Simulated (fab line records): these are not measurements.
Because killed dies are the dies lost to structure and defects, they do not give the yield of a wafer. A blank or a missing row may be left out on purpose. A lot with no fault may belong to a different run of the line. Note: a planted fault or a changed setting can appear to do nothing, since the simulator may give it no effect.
fab line records || flow ritCmos
record {"lots": 9, "wafers": 27, "lastDay": 4}
route steps=202 shown PWELL@47
lots with no fault: from the same line, run without faults
startH: start of the lot's first displayed wafer, in hours after the record's first day || waitH: hours from the lot's prior step to this one || " identical to the entry in the row above || L1.1+2: one row covering several wafers at once || - no value present, or no start provided || * or withheld: withheld || < > ~ a bound
route shown NAME@n: names a module that has steps shown in the file, with the first one's number in the route || usual: mean/standard deviation of fault-free wafers || same: alike in all rows || chamber/n: place in a boat || sites: readings site by site || _std_site: the values' standard deviation || _edge_site: the outer-site mean with the inner-site mean subtracted || radiusMm: for every site, how far away it sits from the centre of the wafer || mask NAME#n: copy n || behind: the last tool/chamber to shape the wafer || hold: the reason the lot was held/the length of the hold in hours/how it ended || device: which transistor (n, p or np) failed to switch || end of line: tests run on the same wafers once the route is complete || step lacking rows: just its recipe || killed: the dies lost at the first sort to structure and to defects; this is not the yield of the wafer || map: a wafer's dies, x killed, . not, _ none there
set.NAME: the setting that was run; set.NAME@STEP: the one run at that earlier step || model.NAME: the simulator's own value behind a step, which no gauge read
the route's steps for a sample of lots (tables are steps, rows are wafers)
services: a tool's chamber out of use, with start hour (startH, from the record's first day; less than 0 if before it), hours out, and reason
## steps
# step RIT_PWELL_IMPLANT_08
# recipe {"species": "B", "energyKev": 170, "doseCm2": 7e+13, "tiltDeg": 7}
# usual {"implantIonAmu": "11/0"}
{"lot.wafer": "L673.1", "tool": "implanter-04", "chamber": 0, "startH": 26.71, "waitH": 0.2, "implantIonAmu": 11}
{"lot.wafer": "L673.2", "tool": "implanter-04", "chamber": 0, "startH": 26.71, "waitH": 0.2, "implantIonAmu": 11}
{"lot.wafer": "L673.4", "tool": "implanter-04", "chamber": 0, "startH": 26.71, "waitH": 0.2, "implantIonAmu": 11}
{"lot.wafer": "L674.2", "tool": "implanter-02", "chamber": 0, "startH": 32.64, "waitH": 0.2, "implantIonAmu": 11}
{"lot.wafer": "L674.4", "tool": "implanter-02", "chamber": 0, "startH": 32.64, "waitH": 0.2, "implantIonAmu": 11}
{"lot.wafer": "L674.6", "tool": "implanter-02", "chamber": 0, "startH": 32.64, "waitH": 0.2, "implantIonAmu": 11}
{"lot.wafer": "L675.2", "tool": "implanter-03", "chamber": 0, "startH": 38.70, "waitH": 0.2, "implantIonAmu": 11}
{"lot.wafer": "L675.3", "tool": "implanter-03", "chamber": 0, "startH": 38.70, "waitH": 0.2, "implantIonAmu": 11}
{"lot.wafer": "L675.6", "tool": "implanter-03", "chamber": 0, "startH": 38.70, "waitH": 0.2, "implantIonAmu": 11}
{"lot.wafer": "L676.1", "tool": "implanter-02", "chamber": 0, "startH": 39.37, "waitH": 0.2, "implantIonAmu": 11}
{"lot.wafer": "L676.3", "tool": "implanter-02", "chamber": 0, "startH": 39.37, "waitH": 0.2, "implantIonAmu": 11}
{"lot.wafer": "L676.5", "tool": "implanter-02", "chamber": 0, "startH": 39.37, "waitH": 0.2, "implantIonAmu": 11}
{"lot.wafer": "L677.2", "tool": "implanter-04", "chamber": 0, "startH": 47.65, "waitH": 0.2, "implantIonAmu": 11}
{"lot.wafer": "L677.3", "tool": "implanter-04", "chamber": 0, "startH": 47.65, "waitH": 0.2, "implantIonAmu": 11}
{"lot.wafer": "L677.6", "tool": "implanter-04", "chamber": 0, "startH": 47.65, "waitH": 0.2, "implantIonAmu": 11}
{"lot.wafer": "L678.3", "tool": "implanter-03", "chamber": 0, "startH": 51.34, "waitH": 0.2, "implantIonAmu": 31}
{"lot.wafer": "L678.4", "tool": "implanter-03", "chamber": 0, "startH": 51.34, "waitH": 0.2, "implantIonAmu": 31}
{"lot.wafer": "L678.5", "tool": "implanter-03", "chamber": 0, "startH": 51.34, "waitH": 0.2, "implantIonAmu": 31}
{"lot.wafer": "L679.1", "tool": "implanter-02", "chamber": 0, "startH": 53.99, "waitH": 0.2, "implantIonAmu": 31}
{"lot.wafer": "L679.4", "tool": "implanter-02", "chamber": 0, "startH": 53.99, "waitH": 0.2, "implantIonAmu": 31}
{"lot.wafer": "L679.5", "tool": "implanter-02", "chamber": 0, "startH": 53.99, "waitH": 0.2, "implantIonAmu": 31}
{"lot.wafer": "L680.1", "tool": "implanter-03", "chamber": 0, "startH": 58.88, "waitH": 0.2, "implantIonAmu": 31}
{"lot.wafer": "L680.2", "tool": "implanter-03", "chamber": 0, "startH": 58.88, "waitH": 0.2, "implantIonAmu": 31}
{"lot.wafer": "L680.5", "tool": "implanter-03", "chamber": 0, "startH": 58.88, "waitH": 0.2, "implantIonAmu": 31}
{"lot.wafer": "L681.1", "tool": "implanter-03", "chamber": 0, "startH": 66.55, "waitH": 0.2, "implantIonAmu": 31}
{"lot.wafer": "L681.5", "tool": "implanter-03", "chamber": 0, "startH": 66.55, "waitH": 0.2, "implantIonAmu": 31}
{"lot.wafer": "L681.6", "tool": "implanter-03", "chamber": 0, "startH": 66.55, "waitH": 0.2, "implantIonAmu": 31}
# step RIT_PWELL_TW_MEAS_10
# usual {"PWELL_TW": "941/6.6"}
{"lot.wafer": "L673.1", "tool": "filmMetro-03", "chamber": "-", "startH": 27.04, "waitH": 0.1, "PWELL_TW": 930}
{"lot.wafer": "L673.2", "tool": "filmMetro-03", "chamber": "-", "startH": 27.04, "waitH": 0.1, "PWELL_TW": 937}
{"lot.wafer": "L673.4", "tool": "filmMetro-03", "chamber": "-", "startH": 27.04, "waitH": 0.1, "PWELL_TW": 933}
{"lot.wafer": "L674.2", "tool": "filmMetro-03", "chamber": "-", "startH": 32.95, "waitH": 0.1, "PWELL_TW": 935}
{"lot.wafer": "L674.4", "tool": "filmMetro-03", "chamber": "-", "startH": 32.95, "waitH": 0.1, "PWELL_TW": 931}
{"lot.wafer": "L674.6", "tool": "filmMetro-03", "chamber": "-", "startH": 32.95, "waitH": 0.1, "PWELL_TW": 936}
{"lot.wafer": "L675.2", "tool": "filmMetro-04", "chamber": "-", "startH": 39.01, "waitH": 0.1, "PWELL_TW": 940}
{"lot.wafer": "L675.3", "tool": "filmMetro-04", "chamber": "-", "startH": 39.01, "waitH": 0.1, "PWELL_TW": 943}
{"lot.wafer": "L675.6", "tool": "filmMetro-04", "chamber": "-", "startH": 39.01, "waitH": 0.1, "PWELL_TW": 942}
{"lot.wafer": "L676.1", "tool": "filmMetro-03", "chamber": "-", "startH": 39.70, "waitH": 0.1, "PWELL_TW": 935}
{"lot.wafer": "L676.3", "tool": "filmMetro-03", "chamber": "-", "startH": 39.70, "waitH": 0.1, "PWELL_TW": 930}
{"lot.wafer": "L676.5", "tool": "filmMetro-03", "chamber": "-", "startH": 39.70, "waitH": 0.1, "PWELL_TW": 929}
{"lot.wafer": "L677.2", "tool": "filmMetro-01", "chamber": "-", "startH": 47.96, "waitH": 0.1, "PWELL_TW": 938}
{"lot.wafer": "L677.3", "tool": "filmMetro-01", "chamber": "-", "startH": 47.96, "waitH": 0.1, "PWELL_TW": 938}
{"lot.wafer": "L677.6", "tool": "filmMetro-01", "chamber": "-", "startH": 47.96, "waitH": 0.1, "PWELL_TW": 941}
{"lot.wafer": "L678.3", "tool": "filmMetro-03", "chamber": "-", "startH": 51.63, "waitH": 0.1, "PWELL_TW": 2343}
{"lot.wafer": "L678.4", "tool": "filmMetro-03", "chamber": "-", "startH": 51.63, "waitH": 0.1, "PWELL_TW": 2331}
{"lot.wafer": "L678.5", "tool": "filmMetro-03", "chamber": "-", "startH": 51.63, "waitH": 0.1, "PWELL_TW": 2349}
{"lot.wafer": "L679.1", "tool": "filmMetro-03", "chamber": "-", "startH": 54.31, "waitH": 0.1, "PWELL_TW": 2345}
{"lot.wafer": "L679.4", "tool": "filmMetro-03", "chamber": "-", "startH": 54.31, "waitH": 0.1, "PWELL_TW": 2348}
{"lot.wafer": "L679.5", "tool": "filmMetro-03", "chamber": "-", "startH": 54.31, "waitH": 0.1, "PWELL_TW": 2343}
{"lot.wafer": "L680.1", "tool": "filmMetro-04", "chamber": "-", "startH": 59.20, "waitH": 0.1, "PWELL_TW": 2379}
{"lot.wafer": "L680.2", "tool": "filmMetro-04", "chamber": "-", "startH": 59.20, "waitH": 0.1, "PWELL_TW": 2376}
{"lot.wafer": "L680.5", "tool": "filmMetro-04", "chamber": "-", "startH": 59.20, "waitH": 0.1, "PWELL_TW": 2381}
{"lot.wafer": "L681.1", "tool": "filmMetro-01", "chamber": "-", "startH": 66.87, "waitH": 0.1, "PWELL_TW": 2364}
{"lot.wafer": "L681.5", "tool": "filmMetro-01", "chamber": "-", "startH": 66.87, "waitH": 0.1, "PWELL_TW": 2361}
{"lot.wafer": "L681.6", "tool": "filmMetro-01", "chamber": "-", "startH": 66.87, "waitH": 0.1, "PWELL_TW": 2368}
# step RIT_WELLDRIVE_RS_MEAS_02
# recipe {"thkMeasGauge": "four-point-probe"}
# usual {"PWELL_RS": "429.8/1.2"}
{"lot.wafer": "L673.1", "tool": "filmMetro-03", "chamber": "-", "startH": 33.19, "waitH": 0.1, "PWELL_RS[ohm/sq]": 432.0}
{"lot.wafer": "L673.2", "tool": "filmMetro-03", "chamber": "-", "startH": 33.19, "waitH": 0.1, "PWELL_RS[ohm/sq]": 430.5}
{"lot.wafer": "L673.4", "tool": "filmMetro-03", "chamber": "-", "startH": 33.19, "waitH": 0.1, "PWELL_RS[ohm/sq]": 430.5}
{"lot.wafer": "L674.2", "tool": "filmMetro-03", "chamber": "-", "startH": 39.00, "waitH": 0.1, "PWELL_RS[ohm/sq]": 428.5}
{"lot.wafer": "L674.4", "tool": "filmMetro-03", "chamber": "-", "startH": 39.00, "waitH": 0.1, "PWELL_RS[ohm/sq]": 428.4}
{"lot.wafer": "L674.6", "tool": "filmMetro-03", "chamber": "-", "startH": 39.00, "waitH": 0.1, "PWELL_RS[ohm/sq]": 429.3}
{"lot.wafer": "L675.2", "tool": "filmMetro-03", "chamber": "-", "startH": 44.78, "waitH": 0.1, "PWELL_RS[ohm/sq]": 432.4}
{"lot.wafer": "L675.3", "tool": "filmMetro-03", "chamber": "-", "startH": 44.78, "waitH": 0.1, "PWELL_RS[ohm/sq]": 432.1}
{"lot.wafer": "L675.6", "tool": "filmMetro-03", "chamber": "-", "startH": 44.78, "waitH": 0.1, "PWELL_RS[ohm/sq]": 432.6}
{"lot.wafer": "L676.1", "tool": "filmMetro-04", "chamber": "-", "startH": 45.63, "waitH": 0.1, "PWELL_RS[ohm/sq]": 428.2}
{"lot.wafer": "L676.3", "tool": "filmMetro-04", "chamber": "-", "startH": 45.63, "waitH": 0.1, "PWELL_RS[ohm/sq]": 431.3}
{"lot.wafer": "L676.5", "tool": "filmMetro-04", "chamber": "-", "startH": 45.63, "waitH": 0.1, "PWELL_RS[ohm/sq]": 430.2}
{"lot.wafer": "L677.2", "tool": "filmMetro-01", "chamber": "-", "startH": 53.23, "waitH": 0.1, "PWELL_RS[ohm/sq]": 430.5}
{"lot.wafer": "L677.3", "tool": "filmMetro-01", "chamber": "-", "startH": 53.23, "waitH": 0.1, "PWELL_RS[ohm/sq]": 429.6}
{"lot.wafer": "L677.6", "tool": "filmMetro-01", "chamber": "-", "startH": 53.23, "waitH": 0.1, "PWELL_RS[ohm/sq]": 431.4}
{"lot.wafer": "L678.3", "tool": "filmMetro-03", "chamber": "-", "startH": 58.33, "waitH": 0.1, "PWELL_RS[ohm/sq]": 83.8}
{"lot.wafer": "L678.4", "tool": "filmMetro-03", "chamber": "-", "startH": 58.33, "waitH": 0.1, "PWELL_RS[ohm/sq]": 83.5}
{"lot.wafer": "L678.5", "tool": "filmMetro-03", "chamber": "-", "startH": 58.33, "waitH": 0.1, "PWELL_RS[ohm/sq]": 83.5}
{"lot.wafer": "L679.1", "tool": "filmMetro-03", "chamber": "-", "startH": 60.30, "waitH": 0.1, "PWELL_RS[ohm/sq]": 83.5}
{"lot.wafer": "L679.4", "tool": "filmMetro-03", "chamber": "-", "startH": 60.30, "waitH": 0.1, "PWELL_RS[ohm/sq]": 83.7}
{"lot.wafer": "L679.5", "tool": "filmMetro-03", "chamber": "-", "startH": 60.30, "waitH": 0.1, "PWELL_RS[ohm/sq]": 83.5}
{"lot.wafer": "L680.1", "tool": "filmMetro-03", "chamber": "-", "startH": 65.38, "waitH": 0.1, "PWELL_RS[ohm/sq]": 83.6}
{"lot.wafer": "L680.2", "tool": "filmMetro-03", "chamber": "-", "startH": 65.38, "waitH": 0.1, "PWELL_RS[ohm/sq]": 83.6}
{"lot.wafer": "L680.5", "tool": "filmMetro-03", "chamber": "-", "startH": 65.38, "waitH": 0.1, "PWELL_RS[ohm/sq]": 83.7}
{"lot.wafer": "L681.1", "tool": "filmMetro-03", "chamber": "-", "startH": 72.26, "waitH": 0.1, "PWELL_RS[ohm/sq]": 83.5}
{"lot.wafer": "L681.5", "tool": "filmMetro-03", "chamber": "-", "startH": 72.26, "waitH": 0.1, "PWELL_RS[ohm/sq]": 83.6}
{"lot.wafer": "L681.6", "tool": "filmMetro-03", "chamber": "-", "startH": 72.26, "waitH": 0.1, "PWELL_RS[ohm/sq]": 83.4}
## services
{"tool": "implanter-04", "chamber": "-", "startH": 48.70, "hours": 4.8, "kind": "repair"}
{"tool": "implanter-04", "chamber": "-", "startH": 53.48, "hours": 5.7, "kind": "pm"}
## key
firstSign {"step": "RIT_PWELL_IMPLANT_08", "reading": "implantIonAmu", "direction": "up", "sigmas": "99+", "usual": 11, "struck": 31}
effect {"step": "RIT_PWELL_TW_MEAS_10", "reading": "PWELL_TW", "direction": "up", "sigmas": "99+", "usual": 941, "struck": 2357}
effect {"step": "RIT_WELLDRIVE_RS_MEAS_02", "reading": "PWELL_RS", "direction": "down", "sigmas": "99+", "usual": 429.8, "struck": 83.6}
metAt RIT_PWELL_IMPLANT_08
struckLots L678,L679,L680,L681
sortLeftOut L678.3,L678.4,L678.5,L679.1,L679.4,L679.5,L680.1,L680.2,L680.5,L681.1,L681.5,L681.6
testerLeftOut L678,L679,L680,L681
onsetBetween 39.37 51.34
fault {"kind": "wrongRecipeDownload", "tool": "implanter-02,implanter-03,implanter-04", "chamber": "-", "onsetH": 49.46, "steps": "RIT_PWELL_IMPLANT_08", "wrongRecipe.notListed": 1}
# testerLeftOut: of these lots the tester's yield and bins aren't shown, on N5 and GAA mostly nor the transistor test; their killed dies are dies lost to structure and defects alone, not to doping, threshold or leakage, so they don't give the yield
# sortLeftOut: the simulated sort isn't trusted on such a fault, so these wafers' sort isn't shown, and their yield isn't known
